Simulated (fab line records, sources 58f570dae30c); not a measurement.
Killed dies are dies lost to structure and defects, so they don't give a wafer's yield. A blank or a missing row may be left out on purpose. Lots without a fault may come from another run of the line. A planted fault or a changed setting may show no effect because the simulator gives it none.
Which tool did it? | flow berkeley_cmos170 | 14 lots, 42 wafers sampled, at 3 steps of a route of 331

WHAT THE GAUGES READ, wafer by wafer
UCB170_CONTACT_OVL_MEAS_16.
lot  | measured     | on         | CONTACT_OVL (nm)
L833 | day 8 01:47  | overlay-02 | -4 -2 -9
L834 | day 8 12:04  | overlay-01 | -3 -6 2
L836 | day 9 00:16  | overlay-01 | -9 -7 -1
L837 | day 9 02:43  | overlay-02 | -5 -6 -6
L838 | day 9 03:35  | overlay-02 | -1 -2 3
L843 | day 10 01:09 | overlay-02 | 9 8 3
L842 | day 10 02:11 | overlay-01 | -4 2 -9
L841 | day 10 02:26 | overlay-02 | 4 3 -3
L844 | day 10 17:16 | overlay-01 | 8 4 0
L847 | day 11 08:37 | overlay-02 | 0 3 -4
L849 | day 11 09:04 | overlay-02 | 10 -2 -2
L850 | day 11 21:49 | overlay-01 | 5 -1 8
L853 | day 11 23:02 | overlay-02 | -3 3 0
L854 | day 12 14:34 | overlay-01 | -4 -7 -9

UCB170_CONTACT_CD_MEAS_90: target cd 700 nm.
lot  | measured     | on        | cd_nm (nm)
L833 | day 8 02:05  | cd_sem-02 | 701.1 701.6 700.9
L834 | day 8 12:23  | cd_sem-01 | 699.7 700.8 701.9
L836 | day 9 00:35  | cd_sem-01 | 699.6 700.7 700.1
L837 | day 9 03:01  | cd_sem-01 | 699.8 699.5 700.0
L838 | day 9 03:55  | cd_sem-01 | 700.3 702.4 698.5
L843 | day 10 01:28 | cd_sem-01 | 699.3 700.0 699.8
L842 | day 10 02:31 | cd_sem-01 | 700.0 702.3 701.0
L841 | day 10 02:44 | cd_sem-02 | 698.0 699.8 700.4
L844 | day 10 17:34 | cd_sem-02 | 701.0 703.7 701.0
L847 | day 11 08:55 | cd_sem-01 | 702.1 702.3 703.5
L849 | day 11 09:22 | cd_sem-01 | 699.2 699.0 698.2
L850 | day 11 22:09 | cd_sem-01 | 704.0 700.5 703.2
L853 | day 11 23:21 | cd_sem-01 | 701.1 702.6 700.4
L854 | day 12 14:53 | cd_sem-01 | 700.8 702.2 701.3

WHICH TOOL RAN EACH LOT (tool, then ch and the chambers of the sampled wafers, then the start)
lot  | UCB170_CONTACT_STRIP_19
L833 | plasma_asher-04 ch 1, day 8 01:59
L834 | plasma_asher-01 ch 0,1, day 8 12:16
L836 | plasma_asher-02 ch 0,1, day 9 00:28
L837 | plasma_asher-02 ch 0,1, day 9 02:55
L838 | plasma_asher-01 ch 0,1, day 9 03:49
L843 | plasma_asher-02 ch 0,1, day 10 01:22
L842 | plasma_asher-04 ch 0,1, day 10 02:23
L841 | plasma_asher-01 ch 0,1, day 10 02:38
L844 | plasma_asher-01 ch 0,1, day 10 17:28
L847 | plasma_asher-04 ch 0,1, day 11 08:49
L849 | plasma_asher-01 ch 0,1, day 11 09:16
L850 | plasma_asher-04 ch 0,1, day 11 22:02
L853 | plasma_asher-02 ch 0,1, day 11 23:15
L854 | plasma_asher-01 ch 0,1, day 12 14:46
- UCB170_CONTACT_STRIP_19: strips in O2.

WHAT THE TOOLS THEMSELVES READ (means of the sampled wafers that have a number; where no wafer has one, the mark that the record gives instead)
UCB170_CONTACT_STRIP_19.
lot  | tool            | drypump_motor_current_A (A) | oes_product_au (a.u.)
L833 | plasma_asher-04 | 5.74                        | 0.722
L834 | plasma_asher-01 | 5.85                        | 0.726
L836 | plasma_asher-02 | 6.19                        | 0.727
L837 | plasma_asher-02 | 6.24                        | 0.728
L838 | plasma_asher-01 | 5.86                        | 0.723
L843 | plasma_asher-02 | 6.15                        | 0.726
L842 | plasma_asher-04 | 5.74                        | 0.723
L841 | plasma_asher-01 | 6.04                        | 0.726
L844 | plasma_asher-01 | 6.04                        | 0.728
L847 | plasma_asher-04 | 5.75                        | 0.729
L849 | plasma_asher-01 | 6.04                        | 0.730
L850 | plasma_asher-04 | 5.79                        | 0.724
L853 | plasma_asher-02 | 6.16                        | 0.723
L854 | plasma_asher-01 | 5.86                        | 0.724

THE ANSWER, worked out from the rows above alone
Rule: what is usual is taken from the lots themselves. Put in order of their means at a reading, lots are off if they are a third of the lots or fewer, leave a main group of 4 or more, and stand apart from it by a gap of 3 or more times the standard deviation of the main group's means; of several such gaps the widest counts. A main group whose means are all the same, to the digits that the tables above print for the reading, isn't used. A lot without any number at a reading at which 4 lots or more have one is off too. The other lots that the step has rows for count as sound. The gauges are gone through in route order, then the tools' own readings, and for those a lot's mean is taken as printed above. The first step at which some lot is off is used, and at that step the reading that is off furthest; a lot without a number counts as furthest.
No lot is off at any reading shown: from this, nothing can be told.

WHAT THE SIMULATOR HAD PUT IN
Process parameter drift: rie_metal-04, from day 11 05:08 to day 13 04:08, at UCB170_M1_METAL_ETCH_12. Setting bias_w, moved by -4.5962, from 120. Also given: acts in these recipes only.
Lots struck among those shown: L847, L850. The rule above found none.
